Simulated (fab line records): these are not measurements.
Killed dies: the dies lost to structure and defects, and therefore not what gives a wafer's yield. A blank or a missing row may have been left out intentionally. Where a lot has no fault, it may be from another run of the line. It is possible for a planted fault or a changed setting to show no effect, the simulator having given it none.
2 desks, one fault || flow berkeley-cmos170 || each desk has only its own numbers; what lay behind them comes last

== DESK OF THE TOOL OWNER: pvd-sputter-03 ==
The tool's own readings at UCB170_SILICIDE_SPUTTER_01 (material Ti, target thk 30 nm, time 25 s): means of the sampled wafers that have a number, for each lot that ran on this tool. Marked OUT: a lot whose mean sits more than 4 standard deviations from the usual mean, which makes it out of limits; the brackets give that distance.
Columns: A = cathode-dc-power-W at UCB170_SILICIDE_SPUTTER_01, usual 1500.0 W; B = throttle-valve-pct at UCB170_SILICIDE_SPUTTER_01, usual 29.8 %
{"lot": "L152", "first seen here": "day 7 11:33", "A": 1500.1, "B": 30.3}
{"lot": "L159", "first seen here": "day 8 21:10", "A": 1500.1, "B": 30.0}
{"lot": "L161", "first seen here": "day 9 11:46", "A": "1638.6 (+99 or more) OUT", "B": 29.3}
This desk's verdict: out of limits on L161, starting with L161 at day 9 11:46 (cathode-dc-power-W at UCB170_SILICIDE_SPUTTER_01). L152, L159 stayed within limits.

== METROLOGY DESK ==
What the gauges read for every lot (on any tool): the sampled wafers with a number, averaged. Marked OUT: a lot whose mean sits more than 4 standard deviations from the usual mean, which makes it out of limits; the brackets give that distance.
Columns: A = SILICIDE_TI_RS at UCB170_SILICIDE_RS_MEAS_02, usual 26.1 ohm/sq; B = SILICIDE_TI_THK at UCB170_SILICIDE_THK_MEAS_03, usual 29.7 nm; C = cd-nm at UCB170_CONTACT_CD_MEAS_90, usual 700.0 nm; D = M1_OVL at UCB170_M1_OVL_MEAS_10, usual 2 nm; E = V1_TEOS_THK at UCB170_V1_THK_MEAS_01, usual 1998 nm
{"lot": "L150", "first seen here": "day 6 22:16", "A": 26.0, "B": 29.7, "C": 699.2, "D": 1, "E": 2007}
{"lot": "L152", "first seen here": "day 7 11:35", "A": 26.3, "B": 29.1, "C": 700.2, "D": 2, "E": 1991}
{"lot": "L153", "first seen here": "day 8 04:58", "A": 25.5, "B": 30.3, "C": 701.0, "D": 5, "E": 2007}
{"lot": "L155", "first seen here": "day 8 05:11", "A": 26.1, "B": 29.6, "C": 700.3, "D": 6, "E": 1991}
{"lot": "L154", "first seen here": "day 8 05:14", "A": 25.5, "B": 30.0, "C": 699.6, "D": 1, "E": 2011}
{"lot": "L157", "first seen here": "day 8 12:21", "A": 26.4, "B": 29.4, "C": 699.8, "D": 6, "E": 2010}
{"lot": "L159", "first seen here": "day 8 21:11", "A": 26.5, "B": 29.3, "C": 702.0, "D": 3, "E": 1980}
{"lot": "L163", "first seen here": "day 9 11:27", "A": 25.9, "B": 29.8, "C": 699.2, "D": 4, "E": 1986}
{"lot": "L161", "first seen here": "day 9 11:49", "A": "23.7 (-7.7) OUT", "B": "32.7 (+8.9) OUT", "C": 702.0, "D": 5, "E": 2023}
{"lot": "L167", "first seen here": "day 10 03:11", "A": 25.9, "B": 30.0, "C": 700.8, "D": -2, "E": 1991}
{"lot": "L170", "first seen here": "day 11 02:23", "A": 25.8, "B": 30.0, "C": 701.3, "D": 0, "E": 2002}
{"lot": "L171", "first seen here": "day 11 03:01", "A": 26.2, "B": 29.7, "C": 698.1, "D": 6, "E": 1987}
{"lot": "L172", "first seen here": "day 11 11:08", "A": 26.1, "B": 29.5, "C": 699.8, "D": 4, "E": 1977}
Per this desk, out of limits: L161; the first was L161, day 9 11:49 (SILICIDE_TI_RS at UCB170_SILICIDE_RS_MEAS_02). L150, L152, L153, L155, L154, L157, L159, L163, L167, L170, L171, L172 stayed within limits.

== TAKEN TOGETHER ==
The tool owner's desk had the chance to raise an alarm at day 9 11:46 on L161.
The metrology desk could have raised an alarm at day 9 11:49, on L161.
Of the lots named, all ran UCB170_SILICIDE_SPUTTER_01 on pvd-sputter-03.

== WHAT WAS PUT IN BY THE SIMULATOR ==
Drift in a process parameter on pvd-sputter-03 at UCB170_SILICIDE_SPUTTER_01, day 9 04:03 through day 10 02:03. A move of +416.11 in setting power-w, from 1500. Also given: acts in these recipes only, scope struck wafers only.
Struck lots among those shown: L161.
Delay (hours) between the fault's onset and each desk's first out-of-limits reading: 8 at the tool owner's desk, 8 at the metrology desk.
